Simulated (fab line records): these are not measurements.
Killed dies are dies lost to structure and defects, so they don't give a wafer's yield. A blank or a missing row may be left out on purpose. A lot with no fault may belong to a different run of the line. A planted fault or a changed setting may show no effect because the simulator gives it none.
Comparing a struck lot with a sound one :: flow berkeley-cmos170 :: 17 out of 331 route steps
Sound: these wafers, L718.1, L718.4, L718.6. Struck: wafers L726.1, L726.3, L726.6. The cause is named last.
Order at every step that has rows: each side's tool, ch and its chambers, its first start. Under that, the readings that differ: sound wafers :: struck wafers :: difference of the means :: sigmas: that difference in standard deviations of wafers without a fault.
alike: readings with means less than 2 such deviations apart, plus words and numbers identical on both sides. not compared: withheld readings, readings lacking a value on some wafer, bounds such as >300 that could conceal the same value, and numbers that have no deviation in the record and whose values overlap.
The two part at a step that has a row with sigmas, a row that says differs or no value, or rows on one side only. When numbers do not overlap yet have no deviation, they are printed without sigmas and do not part them. A reading missing from all wafers of one side parts the sides only when that side holds two or more wafers.

UCB170_NVT_OVL_MEAS_06:
  struck on overlay-02, day 7 01:41; sound on overlay-02, day 5 15:35
  alike: NVT_OVL
after that, 1 step had no rows for these wafers: UCB170_NVT_IMPLANT_07.
UCB170_NVT_STRIP_08: strips in O2.
  sound on plasma-asher-02 ch 1, day 5 15:46; struck on plasma-asher-04 ch 0,1, day 7 01:52
  alike: drypump-motor-current-A, oes-product-au, strip-time-to-endpoint-s
  not compared: rf-hours-counter-h
UCB170_NVT_TW_MEAS_09:
  struck on film-metro-04, day 7 01:58; sound on film-metro-02, day 5 15:52
reading: NVT_TW
sound: 527 523 528
struck: 515 517 515
difference: -10
sigmas: -3
then, 7 steps without rows for these wafers: UCB170_NVT_CLEAN_10 (cleans in SPM, time 600 s); UCB170_PVT_HMDS_00 (prime time 60 s); UCB170_PVT_COAT_01 (resist thk 900 nm); UCB170_PVT_SOFTBAKE_02 (time 60 s); UCB170_PVT_EXPOSE_03 (exposes mask NWELL, target cd 3000 nm); UCB170_PVT_PEB_04; UCB170_PVT_DEVELOP_05 (develop time 45 s).
UCB170_PVT_OVL_MEAS_06:
  struck on overlay-01, day 7 03:17; sound on overlay-01, day 5 19:02
  alike: PVT_OVL
UCB170_PVT_IMPLANT_07:
  sound on implanter-02 ch 0, day 5 19:05; struck on implanter-01 ch 0, day 7 03:19
reading: dose-ions-cm2
sound: 2.0014e+12 1.9989e+12 2.0001e+12
struck: 1.6599e+12 1.6584e+12 1.6599e+12
difference: -3.4073e+11
sigmas: -99 or more

reading: faraday-current-uA
sound: 6.42 6.59 6.59
struck: 5.10 5.15 5.48
difference: -1.29
sigmas: -11
UCB170_PVT_STRIP_08: strips in O2.
  sound on plasma-asher-03 ch 0,1, day 5 19:14; struck on plasma-asher-03 ch 0,1, day 7 03:28
  alike: drypump-motor-current-A, oes-product-au, strip-time-to-endpoint-s
  not compared: rf-hours-counter-h
UCB170_PVT_TW_MEAS_09:
  struck on film-metro-02, day 7 03:34; sound on film-metro-02, day 5 19:20
reading: PVT_TW
sound: 508 508 509
struck: 476 477 477
difference: -32
sigmas: -4
then, 1 step without rows for these wafers: UCB170_GATE_WET_ETCH_00 (etches SiO2 in dHF, time 200 s).
UCB170_M3_PROBE_99:
  the record has rows for the sound wafers here (prober-02, day 8 00:27) and none for the struck ones

WHERE THEY PART
At UCB170_NVT_TW_MEAS_09 first; at UCB170_M3_PROBE_99 last (within this record only).

WHY: the cause the simulator had injected
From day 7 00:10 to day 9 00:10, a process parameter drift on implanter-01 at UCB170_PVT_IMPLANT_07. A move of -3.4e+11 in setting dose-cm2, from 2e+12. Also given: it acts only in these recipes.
